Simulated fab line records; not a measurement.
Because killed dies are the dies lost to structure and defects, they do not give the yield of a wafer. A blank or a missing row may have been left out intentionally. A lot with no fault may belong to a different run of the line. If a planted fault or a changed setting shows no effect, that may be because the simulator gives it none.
fab line records	flow berkeleyCmos170
[record] lots = 14	wafers = 42	lastDay = 13
route steps=331 shown NWELL@27 V2@307 M3@325
lots that met no fault: taken from a fault-free run of the same line
startH: hours from the record's opening day to when the first of the lot's shown wafers began	waitH: hours elapsed since this lot's preceding step	" the same as in the row above	L1.1+2: a row that stands for several wafers	- no value present, or no start provided	* or withheld: withheld	< > ~ a bound
route shown NAME@n: a module of which the file shows steps, and the number in the route of the first	usual: mean/standard deviation of fault-free wafers	same: alike in all rows	chamber/n: place in a boat	sites: readings site by site	_std_site: standard deviation of those values	_edge_site: outer sites' mean less inner sites'	radiusMm: how far each site lies from the wafer's centre	mask NAME#n: copy n	behind: the last tool/chamber to shape the wafer	hold: the reason the lot was held/the length of the hold in hours/how it ended	device: which transistor (n, p or np) failed to switch	end of line: the route-end tests of the same wafers	a step without rows: its recipe alone	killed: dies lost to structure and defects at the first sort, not the wafer's yield	map: per-die view of a wafer (x killed, . not killed, _ where there is no die)
set.NAME: the setting as run; set.NAME@STEP: as run at that earlier step	model.NAME: the simulator's own value behind a step, which no gauge read
a sample of lots followed through the steps of the route, with each step as a table and each wafer as a row
services: a tool's chamber out of use, with start hour (startH, from the record's first day; less than 0 if before it), hours out, and reason
[[steps]]
[step UCB170_NWELL_ETCH_13]
[recipe] chemistry = CH3F/Ar/O2	target = Si3N4	stopOn = SiO2	CH3F_flow_sccm = 20	Ar_flow_sccm = 50	O2_flow_sccm = 7	pressureMtorr = 50	rfW = 450	targetDepthA = 2464	overEtchFrac = 0.1	timeS = 154
[usual] drypumpMotorCurrentA = 5.7/0.48	oesProductAu = 0.941/0.02	throttleValvePct = 8.05/0.12
[same] timeS = 154
lot.wafer	tool	chamber	startH	waitH	drypumpMotorCurrentA	oesProductAu	rfHoursCounterH	throttleValvePct
L651.2	rieDiel-04	2	43.89	0.0	5.9	0.920	125	8.24
L651.3	"	0	"	"	6.1	0.914	126	7.91
L651.6	"	2	"	"	5.9	0.914	-	8.26
L655.1	rieDiel-04	0	56.15	0.0	6.0	0.910	127	7.89
L655.5	"	3	"	"	4.8	0.953	-	8.06
L655.6	"	0	"	"	6.0	0.915	-	7.90
L654.1	rieDiel-01	1	56.44	0.0	6.0	0.925	97	8.08
L654.3	"	0	"	"	5.8	0.936	127	7.94
L654.4	"	3	"	"	5.4	0.954	72	8.22
L656.3	rieDiel-01	0	60.78	0.0	5.8	0.945	127	7.96
L656.5	"	2	"	"	5.0	0.960	-	8.13
L656.6	"	1	"	"	6.0	0.918	-	8.08
L657.1	rieDiel-02	3	61.04	0.0	5.7	0.962	100	8.12
L657.2	"	2	"	"	5.3	0.942	158	7.91
L657.3	"	1	"	"	6.5	0.943	0	7.98
L658.1	rieDiel-04	2	72.81	0.0	6.0	0.917	126	8.25
L658.2	"	3	"	"	4.8	0.968	4	8.06
L658.4	"	3	"	"	4.8	0.956	-	8.05
L660.1	rieDiel-04	0	81.34	0.0	6.1	0.932	128	7.91
L660.2	"	2	"	"	6.0	0.918	127	8.26
L660.3	"	3	"	"	4.8	0.970	4	8.07
L664.1	rieDiel-04	0	94.52	0.0	6.0	0.926	129	7.90
L664.3	"	3	"	"	4.8	0.971	5	8.06
L664.6	"	0	"	"	6.0	0.924	-	7.90
L665.1	rieDiel-01	1	112.42	0.0	6.0	0.926	99	8.07
L665.3	"	0	"	"	5.8	0.943	130	7.95
L665.6	"	2	"	"	5.0	0.971	-	8.13
L666.2	rieDiel-04	3	118.73	0.0	4.8	0.961	6	8.06
L666.3	"	2	"	"	6.0	0.907	128	8.26
L666.4	"	2	"	"	5.9	0.912	-	8.26
L670.1	rieDiel-02	1	131.93	0.0	6.6	0.936	4	7.96
L670.4	"	3	"	"	5.7	0.963	104	8.12
L670.6	"	3	"	"	5.7	0.964	-	8.14
L672.1	rieDiel-02	1	142.14	0.0	6.5	0.936	5	7.96
L672.4	"	2	"	"	5.3	0.928	0	7.92
L672.6	"	0	"	"	5.9	0.951	-	8.05
L673.3	rieDiel-02	1	144.85	0.0	6.5	0.955	5	7.98
L673.5	"	0	"	"	5.9	0.961	-	8.06
L673.6	"	3	"	"	5.7	0.986	-	8.13
L674.2	rieDiel-02	2	150.08	0.0	5.3	0.940	1	7.91
L674.3	"	3	"	"	5.7	0.988	106	8.14
L674.6	"	0	"	"	5.9	0.957	-	8.03
[step UCB170_NWELL_STRIP_15]
[recipe] chemistry = O2	powerW = 400	pressureMtorr = 3500	platenTempC = withheld	o2FlowSccm = 400	overashFraction = 0.5
[usual] drypumpMotorCurrentA = 5.8/0.39	oesProductAu = 0.721/0.0043	stripTimeToEndpointS = 18.02/0.083
lot.wafer	tool	chamber	startH	waitH	drypumpMotorCurrentA	oesProductAu	rfHoursCounterH	stripTimeToEndpointS
L651.2	plasmaAsher-03	1	44.14	0.1	6.3	0.726	24	17.88
L651.3	"	1	"	"	6.3	0.721	-	18.02
L651.6	"	1	"	"	6.3	0.715	-	17.87
L655.1	plasmaAsher-04	1	56.41	0.1	6.3	0.717	30	17.97
L655.5	"	0	"	"	5.9	0.714	-	17.86
L655.6	"	1	"	"	6.3	0.719	-	17.99
L654.1	plasmaAsher-02	1	56.69	0.1	5.2	0.726	33	18.05
L654.3	"	0	"	"	5.5	0.718	-	18.01
L654.4	"	1	"	"	5.2	0.726	-	18.03
L656.3	plasmaAsher-03	0	61.06	0.1	5.9	0.719	-	18.05
L656.5	"	1	"	"	6.3	0.721	-	17.94
L656.6	"	0	"	"	5.9	0.717	-	18.03
L657.1	plasmaAsher-04	1	61.30	0.1	6.3	0.722	30	17.98
L657.2	"	0	"	"	5.8	0.723	30	18.01
L657.3	"	1	"	"	6.3	0.723	-	17.97
L658.1	plasmaAsher-02	0	73.06	0.1	5.5	0.715	35	18.02
L658.2	"	1	"	"	5.2	0.720	35	17.90
L658.4	"	1	"	"	5.2	0.723	-	17.87
L660.1	plasmaAsher-02	1	81.60	0.1	5.2	0.722	36	17.92
L660.2	"	0	"	"	5.5	0.719	36	17.93
L660.3	"	1	"	"	5.2	0.719	-	17.84
L664.1	plasmaAsher-02	0	94.77	0.1	5.5	0.721	38	15.59
L664.3	"	1	"	"	5.2	0.720	-	15.40
L664.6	"	1	"	"	5.2	0.719	-	15.58
L665.1	plasmaAsher-02	1	112.67	0.1	5.2	0.720	40	17.95
L665.3	"	1	"	"	5.2	0.727	-	18.11
L665.6	"	1	"	"	5.2	0.723	-	18.03
L666.2	plasmaAsher-04	1	118.99	0.1	6.3	0.714	0	15.33
L666.3	"	0	"	"	5.9	0.713	-	15.59
L666.4	"	1	"	"	6.4	0.731	-	15.62
L670.1	plasmaAsher-04	1	132.19	0.1	6.3	0.722	2	17.95
L670.4	"	1	"	"	6.3	0.724	-	18.05
L670.6	"	1	"	"	6.3	0.720	-	18.01
L672.1	plasmaAsher-04	1	142.39	0.1	6.3	0.726	3	17.91
L672.4	"	1	"	"	6.3	0.721	-	18.00
L672.6	"	1	"	"	6.3	0.722	-	17.99
L673.3	plasmaAsher-02	0	145.14	0.1	5.5	0.723	-	18.00
L673.5	"	1	"	"	5.2	0.722	-	18.07
L673.6	"	0	"	"	5.5	0.716	-	18.01
L674.2	plasmaAsher-03	0	150.33	0.1	5.9	0.727	36	18.04
L674.3	"	1	"	"	6.2	0.721	-	18.08
L674.6	"	1	"	"	6.2	0.720	-	18.11
[step UCB170_V2_STRIP_15]
[recipe] chemistry = O2	powerW = 400	pressureMtorr = 3500	platenTempC = withheld	o2FlowSccm = 400	overashFraction = 0.5
[usual] drypumpMotorCurrentA = 5.9/0.37	oesProductAu = 0.721/0.0047	stripTimeToEndpointS = 15.29/0.11
lot.wafer	tool	chamber	startH	waitH	drypumpMotorCurrentA	oesProductAu	rfHoursCounterH	stripTimeToEndpointS
L657.1	plasmaAsher-03	0	211.86	0.1	5.9	0.721	46	15.32
L657.2	"	1	"	"	6.3	0.717	46	15.23
L657.3	"	0	"	"	5.9	0.716	-	15.40
L651.2	plasmaAsher-04	1	212.10	0.1	6.3	0.724	9	15.31
L651.3	"	0	"	"	5.9	0.721	-	15.22
L651.6	"	0	"	"	5.9	0.727	-	15.20
L655.1	plasmaAsher-04	1	212.65	0.1	6.3	0.726	9	15.42
L655.5	"	0	"	"	5.9	0.719	-	15.34
L655.6	"	1	"	"	6.3	0.722	-	15.27
L656.3	plasmaAsher-02	0	213.00	0.1	5.5	0.719	-	15.28
L656.5	"	0	"	"	5.5	0.718	-	15.21
L656.6	"	1	"	"	5.2	0.716	-	15.16
L654.1	plasmaAsher-02	0	213.37	0.1	5.5	0.726	49	15.48
L654.3	"	0	"	"	5.5	0.724	-	15.55
L654.4	"	1	"	"	5.2	0.716	-	15.51
L658.1	plasmaAsher-03	1	224.35	0.1	6.2	0.721	47	15.19
L658.2	"	0	"	"	5.9	0.728	47	15.23
L658.4	"	1	"	"	6.3	0.726	-	15.23
L660.1	plasmaAsher-02	0	242.26	0.1	5.5	0.724	52	15.29
L660.2	"	1	"	"	5.2	0.717	52	15.27
L660.3	"	0	"	"	5.5	0.731	-	15.41
L664.1	plasmaAsher-04	1	242.43	0.1	6.3	0.717	12	15.06
L664.3	"	0	"	"	5.8	0.721	-	15.12
L664.6	"	1	"	"	6.3	0.724	-	15.20
L665.1	plasmaAsher-03	0	262.19	0.1	5.9	0.716	51	15.36
L665.3	"	1	"	"	6.3	0.727	-	15.33
L665.6	"	1	"	"	6.3	0.729	-	15.26
L666.2	plasmaAsher-03	1	272.73	0.1	6.3	0.726	53	15.02
L666.3	"	0	"	"	5.9	0.733	-	15.17
L666.4	"	1	"	"	6.3	0.725	-	15.17
L670.1	plasmaAsher-02	0	277.13	0.1	5.5	0.723	56	15.33
L670.4	"	0	"	"	5.5	0.730	-	15.37
L670.6	"	1	"	"	5.2	0.719	-	15.39
L673.3	plasmaAsher-04	0	297.09	0.1	5.9	0.724	-	15.21
L673.5	"	1	"	"	6.3	0.712	-	15.27
L673.6	"	0	"	"	5.9	0.719	-	15.32
L674.2	plasmaAsher-03	0	298.34	0.1	5.9	0.729	55	15.40
L674.3	"	1	"	"	6.3	0.723	-	15.33
L674.6	"	0	"	"	5.9	0.717	-	15.46
L672.1	plasmaAsher-03	0	298.81	0.1	5.9	0.718	55	15.33
L672.4	"	0	"	"	5.9	0.714	-	15.30
L672.6	"	1	"	"	6.3	0.720	-	15.23
[step UCB170_M3_OVL_MEAS_16]
[usual] M3_OVL = -5/4.8
lot.wafer	tool	chamber	startH	waitH	M3_OVL[nm]
L657.1	overlay-01	-	215.16	0.1	-10
L657.2	"	-	"	"	-5
L657.3	"	-	"	"	-5
L651.2	overlay-01	-	215.44	0.1	-14
L651.3	"	-	"	"	-5
L651.6	"	-	"	"	-13
L655.1	overlay-02	-	216.09	0.1	-8
L655.5	"	-	"	"	-5
L655.6	"	-	"	"	-15
L656.3	overlay-01	-	216.90	0.1	-4
L656.5	"	-	"	"	-4
L656.6	"	-	"	"	-4
L654.1	overlay-02	-	217.69	0.1	-3
L654.3	"	-	"	"	-3
L654.4	"	-	"	"	-10
L658.1	overlay-01	-	226.60	0.1	-2
L658.2	"	-	"	"	-6
L658.4	"	-	"	"	4
L660.1	overlay-02	-	244.91	0.1	0
L660.2	"	-	"	"	-1
L660.3	"	-	"	"	1
L664.1	overlay-02	-	245.75	0.1	-5
L664.3	"	-	"	"	-3
L664.6	"	-	"	"	-8
L665.1	overlay-01	-	264.70	0.1	2
L665.3	"	-	"	"	1
L665.6	"	-	"	"	9
L666.2	overlay-01	-	276.77	0.1	-13
L666.3	"	-	"	"	-10
L666.4	"	-	"	"	-8
L670.1	overlay-01	-	280.25	0.1	-6
L670.4	"	-	"	"	-7
L670.6	"	-	"	"	-9
L673.3	overlay-02	-	299.77	0.1	-16
L673.5	"	-	"	"	-17
L673.6	"	-	"	"	-11
L674.2	overlay-02	-	300.78	0.1	-4
L674.3	"	-	"	"	-5
L674.6	"	-	"	"	-3
L672.1	overlay-02	-	301.38	0.1	-4
L672.4	"	-	"	"	1
L672.6	"	-	"	"	3
[step UCB170_M3_METAL_ETCH_18]
[recipe] chemistry = Cl2/BCl3	target = Al	stopOn = SiO2	pressureMtorr = 12	targetDepthA = 11700	overEtchFrac = 0.3	timeS = 195	icpW = 600	biasW = 120	Cl2_flow_sccm = 90	bcl3FlowSccm = 45
[usual] drypumpMotorCurrentA = 5.8/0.35	oesProductAu = 0.853/0.017	throttleValvePct = 24.25/0.21
[same] timeS = 195
lot.wafer	tool	chamber	startH	waitH	drypumpMotorCurrentA	oesProductAu	rfHoursCounterH	throttleValvePct
L657.1	rieMetal-01	0	215.24	-	5.5	0.849	1	24.30
L657.2	"	1	"	"	5.8	0.847	11	24.01
L657.3	"	1	"	"	5.8	0.846	-	24.02
L651.2	rieMetal-04	0	215.51	-	6.4	0.872	10	24.67
L651.3	"	1	"	"	5.5	0.826	-	24.19
L651.6	"	1	"	"	5.6	0.828	-	24.21
L655.1	rieMetal-02	1	216.17	-	6.3	0.876	0	24.63
L655.5	"	0	"	"	6.3	0.890	-	24.06
L655.6	"	1	"	"	6.3	0.867	-	24.61
L656.3	rieMetal-04	1	217.02	-	5.6	0.822	-	24.20
L656.5	"	1	"	"	5.6	0.824	-	24.19
L656.6	"	0	"	"	6.4	0.859	-	24.67
L654.1	rieMetal-01	1	217.77	-	5.8	0.854	12	24.00
L654.3	"	0	"	"	5.5	0.860	-	24.33
L654.4	"	1	"	"	5.8	0.850	-	23.99
L658.1	rieMetal-04	0	226.68	-	6.4	0.854	10	24.67
L658.2	"	1	"	"	5.6	0.827	9	24.21
L658.4	"	1	"	"	5.6	0.822	-	24.20
L660.1	rieMetal-04	1	244.99	-	5.6	0.836	9	24.19
L660.2	"	1	"	"	5.6	0.832	-	24.20
L660.3	"	1	"	"	5.6	0.827	-	24.19
L664.1	rieMetal-01	1	245.83	-	5.8	0.849	13	24.02
L664.3	"	1	"	"	5.8	0.841	-	24.02
L664.6	"	0	"	"	5.5	0.848	-	24.32
L665.1	rieMetal-01	0	264.77	-	5.5	0.866	3	24.30
L665.3	"	1	"	"	5.8	0.855	-	24.02
L665.6	"	1	"	"	5.8	0.847	-	24.02
L666.2	rieMetal-02	1	276.84	-	6.3	0.861	1	24.62
L666.3	"	0	"	"	6.3	0.871	-	24.23
L666.4	"	1	"	"	6.3	0.862	-	24.63
L670.1	rieMetal-04	1	280.33	-	5.5	0.827	12	24.20
L670.4	"	1	"	"	5.6	0.823	-	24.18
L670.6	"	1	"	"	5.6	0.829	-	24.22
L673.3	rieMetal-01	0	299.90	-	5.5	0.855	-	24.32
L673.5	"	1	"	"	5.8	0.851	-	24.01
L673.6	"	0	"	"	5.5	0.861	-	24.32
L674.2	rieMetal-01	1	300.85	-	5.8	0.853	15	24.02
L674.3	"	1	"	"	5.8	0.845	-	24.00
L674.6	"	1	"	"	5.8	0.857	-	24.02
L672.1	rieMetal-04	1	301.46	-	5.5	0.839	13	24.20
L672.4	"	1	"	"	5.6	0.838	-	24.20
L672.6	"	1	"	"	5.6	0.841	-	24.18
[[services]]
tool	chamber	startH	hours	kind
rieDiel-04	1	33.18	42.5	repair
rieDiel-04	-	45.33	0.5	repair
rieMetal-01	-	74.01	0.4	repair
rieDiel-01	1	89.35	5.4	repair
rieDiel-04	1	100.73	50.7	repair
plasmaAsher-04	-	108.80	9.0	pm
rieDiel-02	-	121.13	0.2	repair
rieMetal-04	-	145.72	0.7	repair
plasmaAsher-04	-	146.92	3.8	repair
plasmaAsher-04	-	147.98	0.8	repair
rieDiel-01	-	150.19	0.2	repair
plasmaAsher-02	-	156.06	2.1	repair
rieMetal-04	-	168.37	1.4	pm
plasmaAsher-04	-	174.14	15.6	pm
plasmaAsher-02	-	179.65	28.1	pm
rieDiel-04	2	213.23	6.8	repair
plasmaAsher-02	-	219.52	2.0	repair
plasmaAsher-02	-	233.96	3.2	repair
rieDiel-04	-	235.37	18.6	repair
rieMetal-04	0	239.76	47.5	repair
rieDiel-02	0	248.41	6.2	repair
rieMetal-04	-	248.64	0.7	repair
plasmaAsher-02	-	250.30	2.7	repair
rieDiel-02	-	281.97	2.8	pm
[[key]]
[firstSign] step = UCB170_NWELL_STRIP_15	reading = stripTimeToEndpointS	direction = down	sigmas = 30	usual = *	struck = *
effect none on later readings
metAt UCB170_NWELL_ETCH_13
struckLots L664,L666
testerLeftOut L664,L666
notActingAt UCB170_V2_STRIP_15,UCB170_M3_OVL_MEAS_16,UCB170_M3_METAL_ETCH_18
onsetBetween 81.34 94.52
[fault] kind = processParameterDrift	tool = rieDiel-04	chamber = -	onsetH = 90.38	steps = UCB170_NWELL_ETCH_13	channel = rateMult	offset = 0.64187	shape = step	endH = 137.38
// testerLeftOut: of these lots the tester's yield and bins aren't shown, on N5 and GAA mostly nor the transistor test; their killed dies are dies lost to structure and defects alone, not to doping, threshold or leakage, so they don't give the yield
